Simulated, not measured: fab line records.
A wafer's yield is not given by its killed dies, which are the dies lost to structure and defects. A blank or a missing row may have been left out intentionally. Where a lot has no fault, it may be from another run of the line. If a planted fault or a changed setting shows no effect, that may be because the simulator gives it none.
fab line records	flow rit_cmos
record lots=6	wafers=18	last_day=7
route steps=202 shown GATE@94 REOX@98 NLDD@103 M1@202
lots that met no fault: from a run of the same line without faults
start_h: hours from the record's opening day to when the first of the lot's shown wafers began	wait_h: hours since the lot's step before	" the same as in the row above	L1.1+2: one row covering several wafers at once	- either no value or no given start	* or withheld: withheld	< > ~ a bound
route shown NAME@n: a module of which the file shows steps, and the number in the route of the first	usual: average and standard deviation across the fault-free wafers	same: alike in all rows	chamber/n: place in a boat	sites: readings site by site	_std_site: their standard deviation	_edge_site: the outer-site mean with the inner-site mean subtracted	radius_mm: how far each site lies from the wafer's centre	mask NAME#n: copy n	behind: tool/chamber where the wafer was last shaped	hold: why the lot went on hold/how many hours it stayed there/how the hold came to an end	device: whichever transistor did not switch (one of n, p or np)	end of line: at the end of the route, the tests of the same wafers	a step without rows: its recipe alone	killed: the dies lost at the first sort to structure and to defects; this is not the yield of the wafer	map: a wafer's dies, marking killed ones x, the rest . and places with no die _
set.NAME: the setting the step ran with; set.NAME@STEP: the setting that earlier step ran with	model.NAME: the simulator's own value behind a step, which no gauge read
lots seen at some steps along the route; tables by step, rows by wafer
services: when a tool's chamber went out of use (start_h, in hours from the record's first day, below 0 if earlier), for how many hours, and the reason
## steps
# step RIT_GATE_HARDBAKE_18
# recipe resist=NOVOLAK	temp_c=140	time_s=60
# step RIT_GATE_ETCH_19
# recipe chemistry=SF6/CHF3/O2	time_s=165	SF6_flow_sccm=30	CHF3_flow_sccm=30	O2_flow_sccm=5	target=poly-Si	pressure_mtorr=40	rf_w=160	target_depth_a=3125	over_etch_frac=0.25	stop_on=SiO2
# usual CHF3_flow_sccm=29.99/0.099	drypump_motor_current_A=5.8/0.48	oes_product_au=0.848/0.014	rf_fwd_power_W=159.4/0.54	throttle_valve_pct=10.18/0.099
lot.wafer	tool	chamber	start_h	wait_h	CHF3_flow_sccm	drypump_motor_current_A	oes_product_au	rf_fwd_power_W	rf_hours_counter_h	throttle_valve_pct
L139.1	rie_si-01	1	41.97	0.1	29.88	6.0	0.825	159.5	17	10.12
L139.2	"	3	"	"	29.99	6.0	0.849	160.1	55	10.29
L139.4	"	0	"	"	30.03	6.1	0.851	158.7	75	10.13
L145.1	rie_si-01	3	74.39	0.1	29.73	6.1	0.850	160.6	55	10.26
L145.2	"	0	"	"	29.85	6.1	0.842	159.0	75	10.12
L145.4	"	2	"	"	30.20	6.1	0.852	159.2	53	10.16
L150.2	rie_si-02	3	98.43	0.1	30.07	5.0	0.849	159.5	34	10.38
L150.3	"	0	"	"	30.02	5.7	0.867	159.5	24	10.19
L150.4	"	2	"	"	30.00	5.1	0.856	159.3	57	10.12
L152.3	rie_si-02	1	110.28	0.1	30.08	6.5	0.872	159.4	127	10.04
L152.5	"	1	"	"	30.23	6.5	0.869	159.5	-	10.06
L152.6	"	0	"	"	30.07	5.7	0.861	159.7	-	10.19
L156.2	rie_si-02	3	129.58	0.1	30.00	5.0	0.853	159.2	34	10.38
L156.3	"	0	"	"	30.12	5.7	0.864	159.9	24	10.19
L156.4	"	2	"	"	29.93	5.1	0.848	158.9	57	10.13
L158.1	rie_si-02	1	136.87	0.1	29.97	6.5	0.872	158.6	127	10.04
L158.2	"	2	"	"	29.84	5.1	0.848	159.3	57	10.12
L158.6	"	0	"	"	30.05	5.7	0.853	159.6	-	10.21
# step RIT_GATE_STRIP_20
# recipe chemistry=O2	time_s=180	resist=NOVOLAK	platen_temp_c=withheld	power_w=500	pressure_mtorr=4000	o2_flow_sccm=4000
# usual drypump_motor_current_A=6.2/0.54
lot.wafer	tool	chamber	start_h	wait_h	drypump_motor_current_A	rf_hours_counter_h
L139.1	plasma_asher-04	0	42.08	0.1	6.4	27
L139.2	"	1	"	"	6.6	27
L139.4	"	1	"	"	6.6	-
L145.1	plasma_asher-04	0	74.50	0.1	6.4	30
L145.2	"	1	"	"	6.6	30
L145.4	"	1	"	"	6.6	-
L150.2	plasma_asher-03	0	98.54	0.1	6.7	47
L150.3	"	0	"	"	6.7	-
L150.4	"	1	"	"	5.4	-
L152.3	plasma_asher-03	1	110.44	0.1	5.5	-
L152.5	"	1	"	"	5.5	-
L152.6	"	0	"	"	6.7	-
L156.2	plasma_asher-03	1	129.69	0.1	5.5	50
L156.3	"	1	"	"	5.5	-
L156.4	"	0	"	"	6.7	-
L158.1	plasma_asher-01	0	136.98	0.1	5.3	49
L158.2	"	1	"	"	6.3	49
L158.6	"	0	"	"	5.3	-
# step RIT_GATE_CD_MEAS_90
# recipe target_cd_nm=150
# usual cd_nm=150.2/2.5
lot.wafer	tool	chamber	start_h	wait_h	cd_nm
L139.1	cd_sem-02	-	42.25	0.1	151.5
L139.2	"	-	"	"	151.8
L139.4	"	-	"	"	152.4
L145.1	cd_sem-02	-	74.68	0.1	152.6
L145.2	"	-	"	"	154.5
L145.4	"	-	"	"	150.4
L150.2	cd_sem-01	-	98.74	0.1	150.2
L150.3	"	-	"	"	153.3
L150.4	"	-	"	"	152.0
L152.3	cd_sem-02	-	110.68	0.2	150.6
L152.5	"	-	"	"	150.8
L152.6	"	-	"	"	154.4
L156.2	cd_sem-01	-	129.88	0.1	148.3
L156.3	"	-	"	"	150.1
L156.4	"	-	"	"	150.2
L158.1	cd_sem-01	-	137.15	0.1	146.1
L158.2	"	-	"	"	146.9
L158.6	"	-	"	"	146.5
# step RIT_REOX_CLEAN_00
# recipe chemistry=SC1	mix=3:3:50	time_s=600	temp_c=75
# step RIT_REOX_CLEAN_01
# recipe chemistry=dHF	dilution=50:1	time_s=30
# step RIT_REOX_CLEAN_02
# recipe chemistry=SC2	mix=3:3:50	time_s=600	temp_c=75	dry=n2_spin
# step RIT_REOX_OXIDATION_03
# recipe temp_c=900	ambient=O2	target_thk_a=252	ox_time_s=5580
# step RIT_REOX_THK_MEAS_04
# recipe reads=SiO2_of_REOX_OXIDATION_03
# usual REOX_OXIDE_THK=25.3/0.57
lot.wafer	tool	chamber	start_h	wait_h	REOX_OXIDE_THK[nm]
L139.1	film_metro-04	-	45.32	0.0	25.7
L139.2	"	-	"	"	25.6
L139.4	"	-	"	"	25.8
L145.1	film_metro-04	-	77.71	0.0	25.5
L145.2	"	-	"	"	25.6
L145.4	"	-	"	"	25.5
L150.2	film_metro-04	-	101.83	0.0	24.9
L150.3	"	-	"	"	24.4
L150.4	"	-	"	"	25.3
L152.3	film_metro-04	-	114.18	0.0	25.5
L152.5	"	-	"	"	24.9
L152.6	"	-	"	"	25.3
L156.2	film_metro-02	-	133.00	0.0	25.1
L156.3	"	-	"	"	24.8
L156.4	"	-	"	"	24.4
L158.1	film_metro-02	-	140.53	0.0	24.7
L158.2	"	-	"	"	24.6
L158.6	"	-	"	"	24.6
# step RIT_NLDD_HMDS_00
# recipe prime_time_s=60	prime_temp_c=140
# step RIT_NLDD_COAT_01
# recipe resist=NOVOLAK	spin_rpm=3250	resist_thk_nm=1000
# step RIT_NLDD_SOFTBAKE_02
# recipe resist=NOVOLAK	temp_c=90	time_s=60
# step RIT_NLDD_EXPOSE_03
# recipe mask_id=M7	na=0.57	target_cd_nm=40700	dose_mj=250
lot.wafer	tool	chamber	start_h	wait_h	mask	model.NLDD.overlay_x_nm
L139.1+2+4	iline_stepper-02	0	45.83	0.1	M7#0	2.365
L145.1+2+4	iline_stepper-02	0	78.35	0.2	M7#0	-150.2
L150.2+3+4	iline_stepper-02	0	102.47	0.2	M7#0	-149.6
L152.3+5+6	iline_stepper-01	0	114.83	0.2	M7#0	1.889
L156.2+3+4	iline_stepper-01	0	133.64	0.2	M7#0	-0.7608
L158.1+2+6	iline_stepper-01	0	141.18	0.1	M7#0	1.891
# step RIT_NLDD_PEB_04
# recipe resist=NOVOLAK	temp_c=withheld	time_s=withheld
# step RIT_NLDD_DEVELOP_05
# recipe resist=NOVOLAK	develop_time_s=50	dev_temp_c=23
# step RIT_NLDD_OVL_MEAS_06
# usual NLDD_OVL=-0.7/1.6
lot.wafer	tool	chamber	start_h	wait_h	hold	NLDD_OVL[nm]
L139.1	overlay-01	-	46.23	-	-	-0.8
L139.2	"	-	"	"	-	-0.5
L139.4	"	-	"	"	-	-0.2
L145.1	overlay-01	-	78.75	-	await_dispo/0.2h/release	-149.2
L145.2	"	-	"	"	await_dispo/0.2h/release	-151.4
L145.4	"	-	"	"	await_dispo/0.2h/release	-150.4
L145.1	overlay-01	-	78.95	0.2	-	-148.8
L145.2	"	-	"	"	-	-150.1
L145.4	"	-	"	"	-	-148.8
L150.2	overlay-01	-	102.86	-	await_dispo/0.2h/release	-149.2
L150.3	"	-	"	"	await_dispo/0.2h/release	-148.5
L150.4	"	-	"	"	await_dispo/0.2h/release	-149.2
L150.2	overlay-01	-	103.06	0.2	-	-147.6
L150.3	"	-	"	"	-	-147.8
L150.4	"	-	"	"	-	-148.4
L152.3	overlay-02	-	115.20	-	-	-1.0
L152.5	"	-	"	"	-	0.1
L152.6	"	-	"	"	-	-0.1
L156.2	overlay-01	-	134.03	-	-	-1.6
L156.3	"	-	"	"	-	-1.3
L156.4	"	-	"	"	-	-1.4
L158.1	overlay-01	-	141.59	-	-	0.7
L158.2	"	-	"	"	-	0.6
L158.6	"	-	"	"	-	0.2
# step RIT_M1_PROBE_99
# usual defect_limited_yield=97.5/1.2	killed_at_front_end=7/3.1	killed_dies=7/3.1	killed_open=3.3/2	killed_short=3.4/2.1	sort_bin_3_pad_short=0.1/0.21	sort_bin_5_function=1.4/0.79	sort_bin_6_memory=1.0/0.65	sort_n_pass=257/3.1	sort_yield_pct=97.5/1.2
# same gross_dies=264	killed_at_M0_to_M3=0	killed_at_M4_up=0	killed_at_back_side=0	killed_at_contacts=0	killed_at_other=0
lot.wafer	tool	chamber	start_h	wait_h	defect_limited_yield[%]	killed_at_front_end	killed_dies	killed_open	killed_short	sort_bin_3_pad_short[%]	sort_bin_5_function[%]	sort_bin_6_memory[%]	sort_n_pass	sort_yield_pct[%]
L139.1	prober-02	-	62.23	0.1	95.5	12	12	7	5	0	2.7	1.9	252	95.5
L139.2	prober-02	-	62.28	0.1	95.8	11	11	7	4	0	2.3	1.9	253	95.8
L139.4	prober-02	-	62.38	0.2	94.3	15	15	8	7	0	2.7	3.0	249	94.3
L152.3	prober-02	-	130.90	0.2	95.8	11	11	9	2	0	1.9	2.3	253	95.8
L152.5	prober-02	-	131.00	0.2	98.5	4	4	2	2	0	1.1	0.4	260	98.5
L152.6	prober-02	-	131.05	0.2	98.5	4	4	2	2	0	1.1	0.4	260	98.5
L156.2	prober-02	-	149.92	0.1	98.1	5	5	5	0	0	0.4	1.5	259	98.1
L156.3	prober-02	-	149.97	0.2	98.5	4	4	3	1	0	0.8	0.8	260	98.5
L156.4	prober-02	-	150.02	0.2	97.7	6	6	5	1	0	1.1	1.1	258	97.7
# killed by level:class
L139.1 GATE:geometric_particle:short=4 GATE:geometric_particle:open=2 SPACER:geometric_particle:open=2 FOX1:geometric_particle:open=1 REOX:geometric_particle:open=1 SILICIDE:geometric_particle:short=1 SILICIDE:geometric_particle:open=1
L139.2 GATE:geometric_particle:open=3 REOX:geometric_particle:open=2 FOX1:geometric_particle:open=1 GATE:geometric_particle:short=1 REOX:geometric_particle:short=1 SPACER:geometric_particle:short=1 SILICIDE:geometric_particle:open=1 SILICIDE:geometric_particle:short=1
L139.4 SILICIDE:geometric_particle:open=4 FOX1:geometric_particle:short=3 GATE:geometric_particle:open=3 GATE:geometric_particle:short=2 FOX1:geometric_particle:open=1 SPACER:geometric_particle:short=1 SILICIDE:geometric_particle:short=1
L152.3 GATE:geometric_particle:open=5 FOX1:geometric_particle:short=1 FOX1:geometric_particle:open=1 FOX2:geometric_particle:open=1 GATE:geometric_particle:short=1 SPACER:geometric_particle:open=1 SILICIDE:geometric_particle:open=1
L152.5 GATE:geometric_particle:open=2 GATE:geometric_particle:short=1 SILICIDE:geometric_particle:short=1
L152.6 FOX1:geometric_particle:open=1 FOX1:geometric_particle:short=1 SILICIDE:geometric_particle:short=1 SILICIDE:geometric_particle:open=1
L156.2 GATE:geometric_particle:open=3 FOX2:geometric_particle:open=1 SILICIDE:geometric_particle:open=1
L156.3 FOX1:geometric_particle:open=2 REOX:geometric_particle:short=1 SPACER:geometric_particle:open=1
L156.4 FOX1:geometric_particle:open=2 GATE:geometric_particle:open=1 REOX:geometric_particle:open=1 SILICIDE:geometric_particle:open=1 SILICIDE:geometric_particle:short=1
## services
tool	chamber	start_h	hours	kind
iline_stepper-01	-	19.76	1.7	pm
rie_si-02	2	27.13	6.7	repair
plasma_asher-03	-	29.45	3.2	repair
rie_si-01	-	32.78	0.2	repair
rie_si-01	2	76.69	7.6	repair
iline_stepper-02	-	81.00	2.1	pm
iline_stepper-02	-	83.08	-	consumable_replace:lamp
plasma_asher-04	-	87.09	2.8	pm
plasma_asher-04	-	114.73	0.3	repair
plasma_asher-04	-	115.27	2.3	repair
plasma_asher-03	-	117.44	8.2	repair
## key
first_sign step=RIT_NLDD_OVL_MEAS_06	reading=visit	direction=added
effect step=RIT_NLDD_OVL_MEAS_06	reading=NLDD_OVL	direction=down	sigmas=91	usual=-0.7	struck=-149.6
model_effect step=RIT_NLDD_EXPOSE_03	value=NLDD.overlay_x_nm	without=0.09741	struck=-149.9
met_at RIT_NLDD_EXPOSE_03
struck_wafers L145.1,L145.2,L145.4,L150.2,L150.3,L150.4
scrapped_behind RIT_NLDD_OVL_MEAS_06 L145.1,L145.2,L145.4,L150.2,L150.3,L150.4
onset_between 45.83 78.35
fault kind=scanner_matching_overlay	tool=iline_stepper-02	chamber=-	onset_h=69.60	steps=RIT_NLDD_EXPOSE_03	offset=-150
